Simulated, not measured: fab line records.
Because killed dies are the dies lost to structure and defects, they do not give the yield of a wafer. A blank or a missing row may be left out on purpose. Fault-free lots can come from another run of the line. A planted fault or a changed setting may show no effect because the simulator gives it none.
Split-lot experiment | flow berkeley cmos170 | 5 lots, 23 wafers read, on a route of 331 steps

## SPLIT DETAILS
At UCB170_START_OXIDATION_02 (target thk 20 nm, ox time 1800 s), the setting temp c was moved away from the recipe's 950 C on 15 of the 23 wafers read, by -2.3% to +2.3%. The other wafers ran this setting at the recipe's value.

The file shows no step between the split and the reading.

## THE READING
START_OXIDE_THK, in nm, at UCB170_START_THK_MEAS_03. Fault-free wafers of this fab line usually give 20.02 nm, standard deviation 0.28 nm.

wafer  | tool, chamber at the split | temp c as run, C | against the recipe | START_OXIDE_THK, nm | against lot-mates on the recipe
L075.3 | furnace-01, 0              | 950              | recipe             | 19.94               | -
L075.4 | furnace-01, 0              | 950              | recipe             | 19.71               | -
L075.6 | furnace-01, 0              | 950              | recipe             | 19.81               | -
L076.2 | -, -                       | 950              | recipe             | 20.16               | -
L076.3 | -, -                       | 950              | recipe             | 19.97               | -
L076.4 | -, -                       | 950              | recipe             | 20.04               | -
L076.5 | -, -                       | 950              | recipe             | 19.94               | -
L076.6 | -, -                       | 950              | recipe             | 20.25               | -
L078.1 | -, -                       | 928.4            | -2.3%              | 15.49               | no lot-mate on the recipe
L078.2 | -, -                       | 928.4            | -2.3%              | 15.38               | no lot-mate on the recipe
L078.3 | -, -                       | 928.4            | -2.3%              | 15.43               | no lot-mate on the recipe
L078.4 | -, -                       | 928.4            | -2.3%              | 15.49               | no lot-mate on the recipe
L078.6 | -, -                       | 928.4            | -2.3%              | 15.21               | no lot-mate on the recipe
L080.1 | -, -                       | 972.2            | +2.3%              | 24.46               | no lot-mate on the recipe
L080.2 | -, -                       | 972.2            | +2.3%              | 24.64               | no lot-mate on the recipe
L080.4 | -, -                       | 972.2            | +2.3%              | 24.28               | no lot-mate on the recipe
L080.5 | -, -                       | 972.2            | +2.3%              | 24.95               | no lot-mate on the recipe
L080.6 | -, -                       | 972.2            | +2.3%              | 24.69               | no lot-mate on the recipe
L083.1 | -, -                       | 961.3            | +1.2%              | 22.46               | no lot-mate on the recipe
L083.2 | -, -                       | 961.3            | +1.2%              | 22.13               | no lot-mate on the recipe
L083.4 | -, -                       | 961.3            | +1.2%              | 21.88               | no lot-mate on the recipe
L083.5 | -, -                       | 961.3            | +1.2%              | 22.34               | no lot-mate on the recipe
L083.6 | -, -                       | 961.3            | +1.2%              | 22.64               | no lot-mate on the recipe

THE FIT
A straight line over all 23 wafers: START_OXIDE_THK changes by +1.99 nm for each +1% of temp c; r = +1.00; the points scatter about the line by 0.2 nm.
Too few moved wafers have a lot-mate on the recipe to fit a line with each lot's own level taken away.

## THE WHOLE CHAIN: every reading that the file lists as answering this split, in the file's order
step                      | what it does                     | reading                                                                            | change (the file's fit)              | r (the file's)
UCB170_START_OXIDATION_02 | target thk 20 nm, ox time 1800 s | SiO2_of_START_OXIDATION_02.thk nm (the simulator's own value, which no gauge read) | +1.99 nm for each +1% of the setting | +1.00
UCB170_START_THK_MEAS_03  |                                  | START_OXIDE_THK                                                                    | +1.99 for each +1% of the setting    | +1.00

## FILE'S OWN FIT
START_OXIDE_THK changes by +1.99 nm for each +1% of temp c, r = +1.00.
